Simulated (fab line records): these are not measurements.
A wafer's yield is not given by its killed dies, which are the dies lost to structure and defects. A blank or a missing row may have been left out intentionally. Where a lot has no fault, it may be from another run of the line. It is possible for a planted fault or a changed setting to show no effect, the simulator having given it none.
Split-lot trial :: flow rit-cmos :: 23 wafers read across 5 lots, on a route 202 steps long

THE SPLIT
At RIT_GATE_DEVELOP_15 (develop time 50 s), the setting dev-temp-c was moved away from the recipe's 23 C on 10 of the 23 wafers read, by -14.6% to -12.3%. For the rest of the wafers, this setting stayed at what the recipe calls for.

FROM THE SPLIT TO THE READING: what the file shows between them, 13 steps
- RIT_GATE_HARDBAKE_18: time 60 s
- RIT_GATE_ETCH_19: etches poly-Si in SF6/CHF3/O2, stops on SiO2, time 165 s, target depth 312.5 nm
- RIT_REOX_OXIDATION_03: target thk 25.2 nm, ox time 5580 s (also split here: temp-c)
- RIT_REOX_THK_MEAS_04
- RIT_NLDD_IMPLANT_08 (also split here: energy-kev)
- RIT_PLDD_IMPLANT_08 (also split here: dose-cm2)
- RIT_PLDD_STRIP_09: strips in O2, time 180 s
- RIT_SPACER_CLEAN_00: cleans in SC1, time 600 s
- RIT_NSD_IMPLANT_08 (also split here: dose-cm2)
- RIT_PSD_SOFTBAKE_02: time 60 s (also split here: temp-c)
- RIT_PSD_EXPOSE_03: exposes mask M10, target cd 40900 nm
- RIT_PSD_PEB_04
- RIT_PSD_DEVELOP_05: develop time 50 s

THE READING
etest.pmos_0p15.drive-ua-um (the simulator's own value, which no gauge read), at RIT_M1_PROBE_99. There is no usual value for it anywhere in the file. The 13 wafers here that ran the recipe average 259.9, standard deviation 39.

wafer: L078.2
tool, chamber at the split: litho-track-02, 0
dev-temp-c as run, C: 23
against the recipe: recipe
etest.pmos_0p15.drive-ua-um: 267
against lot-mates on the recipe: -

wafer: L078.4
tool, chamber at the split: litho-track-02, 0
dev-temp-c as run, C: 23
against the recipe: recipe
etest.pmos_0p15.drive-ua-um: 269.1
against lot-mates on the recipe: -

wafer: L078.6
tool, chamber at the split: litho-track-02, 0
dev-temp-c as run, C: 23
against the recipe: recipe
etest.pmos_0p15.drive-ua-um: 267.6
against lot-mates on the recipe: -

wafer: L079.2
tool, chamber at the split: litho-track-04, 0
dev-temp-c as run, C: 20.17
against the recipe: -12.3%
etest.pmos_0p15.drive-ua-um: 354.1
against lot-mates on the recipe: +63.4

wafer: L079.3
tool, chamber at the split: litho-track-04, 0
dev-temp-c as run, C: 23
against the recipe: recipe
etest.pmos_0p15.drive-ua-um: 290.9
against lot-mates on the recipe: -

wafer: L079.4
tool, chamber at the split: litho-track-04, 0
dev-temp-c as run, C: 20.17
against the recipe: -12.3%
etest.pmos_0p15.drive-ua-um: 360.6
against lot-mates on the recipe: +69.9

wafer: L079.5
tool, chamber at the split: litho-track-04, 0
dev-temp-c as run, C: 23
against the recipe: recipe
etest.pmos_0p15.drive-ua-um: 290.5
against lot-mates on the recipe: -

wafer: L079.6
tool, chamber at the split: litho-track-04, 0
dev-temp-c as run, C: 20.17
against the recipe: -12.3%
etest.pmos_0p15.drive-ua-um: 366.6
against lot-mates on the recipe: +75.9

wafer: L081.1
tool, chamber at the split: litho-track-02, 0
dev-temp-c as run, C: 23
against the recipe: recipe
etest.pmos_0p15.drive-ua-um: 223.8
against lot-mates on the recipe: -

wafer: L081.2
tool, chamber at the split: litho-track-02, 0
dev-temp-c as run, C: 20.17
against the recipe: -12.3%
etest.pmos_0p15.drive-ua-um: 247.3
against lot-mates on the recipe: +25.6

wafer: L081.3
tool, chamber at the split: litho-track-02, 0
dev-temp-c as run, C: 23
against the recipe: recipe
etest.pmos_0p15.drive-ua-um: 219.7
against lot-mates on the recipe: -

wafer: L081.5
tool, chamber at the split: litho-track-02, 0
dev-temp-c as run, C: 20.17
against the recipe: -12.3%
etest.pmos_0p15.drive-ua-um: 265.8
against lot-mates on the recipe: +44.1

wafer: L081.6
tool, chamber at the split: litho-track-02, 0
dev-temp-c as run, C: 20.17
against the recipe: -12.3%
etest.pmos_0p15.drive-ua-um: 253
against lot-mates on the recipe: +31.2

wafer: L082.2
tool, chamber at the split: litho-track-01, 0
dev-temp-c as run, C: 23
against the recipe: recipe
etest.pmos_0p15.drive-ua-um: 203.5
against lot-mates on the recipe: -

wafer: L082.3
tool, chamber at the split: litho-track-01, 0
dev-temp-c as run, C: 23
against the recipe: recipe
etest.pmos_0p15.drive-ua-um: 211.9
against lot-mates on the recipe: -

wafer: L082.4
tool, chamber at the split: litho-track-01, 0
dev-temp-c as run, C: 19.64
against the recipe: -14.6%
etest.pmos_0p15.drive-ua-um: 259.7
against lot-mates on the recipe: +50.1

wafer: L082.5
tool, chamber at the split: litho-track-01, 0
dev-temp-c as run, C: 23
against the recipe: recipe
etest.pmos_0p15.drive-ua-um: 213.5
against lot-mates on the recipe: -

wafer: L082.6
tool, chamber at the split: litho-track-01, 0
dev-temp-c as run, C: 19.64
against the recipe: -14.6%
etest.pmos_0p15.drive-ua-um: 265
against lot-mates on the recipe: +55.4

wafer: L084.1
tool, chamber at the split: litho-track-02, 0
dev-temp-c as run, C: 23
against the recipe: recipe
etest.pmos_0p15.drive-ua-um: 299.6
against lot-mates on the recipe: -

wafer: L084.2
tool, chamber at the split: litho-track-02, 0
dev-temp-c as run, C: 19.76
against the recipe: -14.1%
etest.pmos_0p15.drive-ua-um: 382.5
against lot-mates on the recipe: +75.6

wafer: L084.4
tool, chamber at the split: litho-track-02, 0
dev-temp-c as run, C: 23
against the recipe: recipe
etest.pmos_0p15.drive-ua-um: 310.9
against lot-mates on the recipe: -

wafer: L084.5
tool, chamber at the split: litho-track-02, 0
dev-temp-c as run, C: 19.76
against the recipe: -14.1%
etest.pmos_0p15.drive-ua-um: 395
against lot-mates on the recipe: +88.1

wafer: L084.6
tool, chamber at the split: litho-track-02, 0
dev-temp-c as run, C: 23
against the recipe: recipe
etest.pmos_0p15.drive-ua-um: 310.2
against lot-mates on the recipe: -

THE FIT
A straight line over all 23 wafers: etest.pmos_0p15.drive-ua-um changes by -4.18 for each +1% of dev-temp-c; r = -0.49; the points scatter about the line by 50.
The same after taking each lot's own level away (the mean of its wafers on the recipe; 23 wafers): -4.43 for each +1%; r = -0.92; scatter 13.
On that fit, the largest move of dev-temp-c shifts the reading by 65.
From 209.63 to 306.90: that is the span of the lots' own levels, equal to 2.5 times the standard deviation above.
So the lot-to-lot level blurs the effect unless lot-mates are compared.
Check: +66.7 against its lot-mates is what the line predicts for one of the wafers moved furthest among these (-14.6%) when that wafer is left out of the fit. Against them it came out at +50.1.

THESE WAFERS: OTHER SPLITS
Note: prior to the reading, these wafers also went through further splits. Each is held against what the fit with the lots' levels taken away leaves over:
other split on the same wafers: RIT_ACTIVE_OXIDATION_01 temp-c
wafers away from the commonest value: 10
r with etest.pmos_0p15.drive-ua-um (lot level and that fit taken away): +0.02

other split on the same wafers: RIT_ACTIVE_ETCH_13 time-s
wafers away from the commonest value: 6
r with etest.pmos_0p15.drive-ua-um (lot level and that fit taken away): +0.36

other split on the same wafers: RIT_NRETRO_COAT_01 resist-thk-nm
wafers away from the commonest value: 7
r with etest.pmos_0p15.drive-ua-um (lot level and that fit taken away): -0.07

other split on the same wafers: RIT_NRETRO_DEVELOP_05 develop-time-s
wafers away from the commonest value: 7
r with etest.pmos_0p15.drive-ua-um (lot level and that fit taken away): -0.33

other split on the same wafers: RIT_GATE_CVD_08 sih4-flow-sccm
wafers away from the commonest value: 18
r with etest.pmos_0p15.drive-ua-um (lot level and that fit taken away): +0.18

other split on the same wafers: RIT_REOX_OXIDATION_03 temp-c
wafers away from the commonest value: 18
r with etest.pmos_0p15.drive-ua-um (lot level and that fit taken away): -0.66

other split on the same wafers: RIT_NLDD_IMPLANT_08 energy-kev
wafers away from the commonest value: 12
r with etest.pmos_0p15.drive-ua-um (lot level and that fit taken away): +0.08

other split on the same wafers: RIT_PLDD_IMPLANT_08 dose-cm2
wafers away from the commonest value: 9
r with etest.pmos_0p15.drive-ua-um (lot level and that fit taken away): -0.28

other split on the same wafers: RIT_NSD_IMPLANT_08 dose-cm2
wafers away from the commonest value: 4
r with etest.pmos_0p15.drive-ua-um (lot level and that fit taken away): -0.23

other split on the same wafers: RIT_PSD_SOFTBAKE_02 temp-c
wafers away from the commonest value: 7
r with etest.pmos_0p15.drive-ua-um (lot level and that fit taken away): +0.06

THE WHOLE CHAIN: every reading that the file lists as answering this split, in the file's order
step: RIT_M1_PROBE_99
what it does: 
reading: etest.pmos_0p3.r-on-ohm-um (the simulator's own value, which no gauge read)
change (the file's fit): +33.4 for each +1% of the setting
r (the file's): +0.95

step: RIT_M1_PROBE_99
what it does: 
reading: etest.pmos_0p15.r-on-ohm-um (the simulator's own value, which no gauge read)
change (the file's fit): +31.9 for each +1% of the setting
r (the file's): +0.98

step: RIT_M1_PROBE_99
what it does: 
reading: etest.nmos_0p15.r-on-ohm-um (the simulator's own value, which no gauge read)
change (the file's fit): +9.99 for each +1% of the setting
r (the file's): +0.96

step: RIT_M1_PROBE_99
what it does: 
reading: etest.nmos_0p15.drive-ua-um (the simulator's own value, which no gauge read)
change (the file's fit): -7.06 for each +1% of the setting
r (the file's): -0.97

step: RIT_M1_PROBE_99
what it does: 
reading: etest.pmos-turned.r-on-ohm-um (the simulator's own value, which no gauge read)
change (the file's fit): +32.9 for each +1% of the setting
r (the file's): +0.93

step: RIT_M1_PROBE_99
what it does: 
reading: etest.nmos_0p3.r-on-ohm-um (the simulator's own value, which no gauge read)
change (the file's fit): +9.96 for each +1% of the setting
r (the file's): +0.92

step: RIT_M1_PROBE_99
what it does: 
reading: etest.pmos_0p15.drive-ua-um (the simulator's own value, which no gauge read)
change (the file's fit): -4.47 for each +1% of the setting
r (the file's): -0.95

THE FILE'S OWN FIT
etest.pmos_0p15.drive-ua-um changes by -4.47 for each +1% of dev-temp-c, r = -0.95.
